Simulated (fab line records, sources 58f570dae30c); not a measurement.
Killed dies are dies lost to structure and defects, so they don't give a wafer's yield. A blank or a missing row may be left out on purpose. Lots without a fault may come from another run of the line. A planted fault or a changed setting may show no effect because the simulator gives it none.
Split-lot experiment | flow berkeley_cmos170 | 5 lots, 23 wafers read, on a route of 331 steps

THE SPLIT
At UCB170_V1_ETCH_14 (etches SiO2 in CHF3/CF4/Ar, stops on Al, target depth 1250 nm, time 291 s), the setting rf_w was moved away from the recipe's 700 W on 9 of the 23 wafers read, by -5.7% to +11.3%. The other wafers ran this setting at the recipe's value.

The reading is taken at the split's own step.

THE READING
KrF_of_V1_COAT_07.thk_nm (the simulator's own value, which no gauge read), in nm, at UCB170_V1_ETCH_14 (etches SiO2 in CHF3/CF4/Ar, stops on Al, target depth 1250 nm, time 291 s). The file gives no usual value for it. The 14 wafers here that ran the recipe average 609.4 nm, standard deviation 4 nm.

wafer  | tool, chamber at the split | rf_w as run, W | against the recipe | KrF_of_V1_COAT_07.thk_nm, nm | against lot-mates on the recipe
L076.1 | rie_diel-03, 3             | 662.4          | -5.4%              | 619.7                        | +3.5
L076.2 | rie_diel-03, 1             | 700            | recipe             | 616.6                        | -
L076.4 | rie_diel-03, 0             | 700            | recipe             | 614.8                        | -
L076.5 | rie_diel-03, 2             | 662.4          | -5.4%              | 619.1                        | +2.9
L076.6 | rie_diel-03, 1             | 700            | recipe             | 617.2                        | -
L078.1 | rie_diel-03, 0             | 700            | recipe             | 606.5                        | -
L078.2 | rie_diel-03, 3,2           | 660.2          | -5.7%              | 618.2                        | +10.3
L078.3 | rie_diel-03, 3,2           | 660.2          | -5.7%              | 618.2                        | +10.3
L078.5 | rie_diel-03, 0             | 700            | recipe             | 608                          | -
L078.6 | rie_diel-03, 3             | 700            | recipe             | 609.1                        | -
L079.1 | rie_diel-02, 1             | 700            | recipe             | 606.1                        | -
L079.4 | rie_diel-02, 0             | 700            | recipe             | 604.2                        | -
L079.6 | rie_diel-02, 2             | 700            | recipe             | 607                          | -
L082.2 | rie_diel-03, 3             | 700            | recipe             | 605.8                        | -
L082.3 | rie_diel-03, 2             | 700            | recipe             | 605.6                        | -
L082.4 | rie_diel-03, 0             | 779.4          | +11.3%             | 597.6                        | -8.1
L082.5 | rie_diel-03, 1             | 779.4          | +11.3%             | 591.7                        | -14.0
L082.6 | rie_diel-03, 0             | 779.4          | +11.3%             | 595.2                        | -10.5
L084.1 | rie_diel-01, 1             | 673.6          | -3.8%              | 616.6                        | +6.6
L084.2 | rie_diel-01, 2             | 673.6          | -3.8%              | 613                          | +3.0
L084.3 | rie_diel-01, 3             | 700            | recipe             | 609.8                        | -
L084.4 | rie_diel-01, 0             | 700            | recipe             | 611.2                        | -
L084.5 | rie_diel-01, 0             | 700            | recipe             | 609.1                        | -
Where a row lists several chambers, the file gives one row for several wafers and doesn't say which wafer went through which chamber.

THE FIT
A straight line over all 23 wafers: KrF_of_V1_COAT_07.thk_nm changes by -1.39 nm for each +1% of rf_w; r = -0.89; the points scatter about the line by 3.6 nm.
The same after taking each lot's own level away (the mean of its wafers on the recipe; 23 wafers): -1.04 nm for each +1%; r = -0.93; scatter 2.1 nm.
On that fit, the largest move of rf_w shifts the reading by 12 nm.
The lots' own levels span 605.70 to 616.20 nm, that is 2.6 times the standard deviation above.
So the lot-to-lot level changes the slope: the two fits differ.
Check: with one of the wafers moved furthest among these (+11.3%) left out of the fit, the line predicts -12.7 nm for it against its lot-mates. It came out at -8.1 nm against them.

OTHER SPLITS ON THESE WAFERS
These wafers also went through other splits before the reading. Each is held against what the fit with the lots' levels taken away leaves over:
other split on the same wafers | wafers away from the commonest value | r with KrF_of_V1_COAT_07.thk_nm (lot level and that fit taken away)
UCB170_M1_SPUTTER_00 time_s    | 7                                    | -0.11
UCB170_M1_COAT_04 spin_rpm     | 10                                   | +0.30
UCB170_M1_METAL_ETCH_12 icp_w  | 9                                    | -0.07

THE WHOLE CHAIN: every reading that the file lists as answering this split, in the file's order
step               | what it does                                                              | reading                                                                   | change (the file's fit)              | r (the file's)
UCB170_V1_ETCH_14  | etches SiO2 in CHF3/CF4/Ar, stops on Al, target depth 1250 nm, time 291 s | KrF_of_V1_COAT_07.thk_nm (the simulator's own value, which no gauge read) | -1.06 nm for each +1% of the setting | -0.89
UCB170_V1_STRIP_15 | strips in O2                                                              | strip_time_to_endpoint_s                                                  | withheld for each +1% of the setting | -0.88

THE FILE'S OWN FIT
KrF_of_V1_COAT_07.thk_nm changes by -1.06 nm for each +1% of rf_w, r = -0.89.
